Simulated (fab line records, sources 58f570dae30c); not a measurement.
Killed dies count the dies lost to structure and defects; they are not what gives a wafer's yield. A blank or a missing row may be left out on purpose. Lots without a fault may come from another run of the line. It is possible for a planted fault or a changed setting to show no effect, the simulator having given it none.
Chamber matching :: flow berkeley cmos170 :: UCB170_FIELD_WET_ETCH_04 on wet bench-01 has 4 sister chambers
The step etches SiO2 in dHF, time 60 s. 8 wafers are shown with their chamber, then 9 later ones without.

## WAFERS WITH THEIR CHAMBER
wafer: L810.3
chamber: 1
temp c (C): 25.02

wafer: L810.5
chamber: 1
temp c (C): 24.97

wafer: L818.3
chamber: 2
temp c (C): 25.21

wafer: L818.5
chamber: 2
temp c (C): 25.06

wafer: L821.2
chamber: 3
temp c (C): 24.87

wafer: L821.6
chamber: 3
temp c (C): 24.94

wafer: L822.1
chamber: 0
temp c (C): 25.12

wafer: L822.3
chamber: 0
temp c (C): 25.13

## WAFERS WITHOUT THEIR CHAMBER
wafer: L822.4
temp c (C): 25.15

wafer: L823.1
temp c (C): 25.12

wafer: L823.5
temp c (C): 25.27

wafer: L823.6
temp c (C): 25.19

wafer: L826.2
temp c (C): 24.97

wafer: L826.5
temp c (C): 24.91

wafer: L827.1
temp c (C): 24.99

wafer: L828.2
temp c (C): 24.99

wafer: L828.3
temp c (C): 24.92

## WHICH CHAMBER EACH ONE RAN IN
wafer: L822.4
from the rows above: can't be placed: 2 or 0
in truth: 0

wafer: L823.1
from the rows above: can't be placed: 0 or 2 or 1
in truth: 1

wafer: L823.5
from the rows above: can't be placed: 2 or 0
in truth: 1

wafer: L823.6
from the rows above: can't be placed: 2 or 0
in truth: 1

wafer: L826.2
from the rows above: can't be placed: 1 or 3
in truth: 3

wafer: L826.5
from the rows above: can't be placed: 3 or 1
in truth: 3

wafer: L827.1
from the rows above: can't be placed: 1 or 3
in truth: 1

wafer: L828.2
from the rows above: can't be placed: 1 or 3
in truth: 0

wafer: L828.3
from the rows above: can't be placed: 3 or 1
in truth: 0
0 of 9 placed correctly. These rows do not allow placing 9 (true chamber among the candidates in 5). 0 placed wrongly.
How it was worked out, from the rows above alone: a wafer's distance from a chamber is the root of the sum, over the readings, of the square of ((its reading less the chamber's mean) divided by the reading's scatter). If the next closest chamber is less than 2 further off than the closest, the wafer can't be placed; otherwise it belongs to the closest. A chamber's mean is the mean of its shown wafers. The scatter: take each reading less its chamber's mean, square it, sum over the shown wafers, divide by the number of wafers less the number of chambers, and take the root.
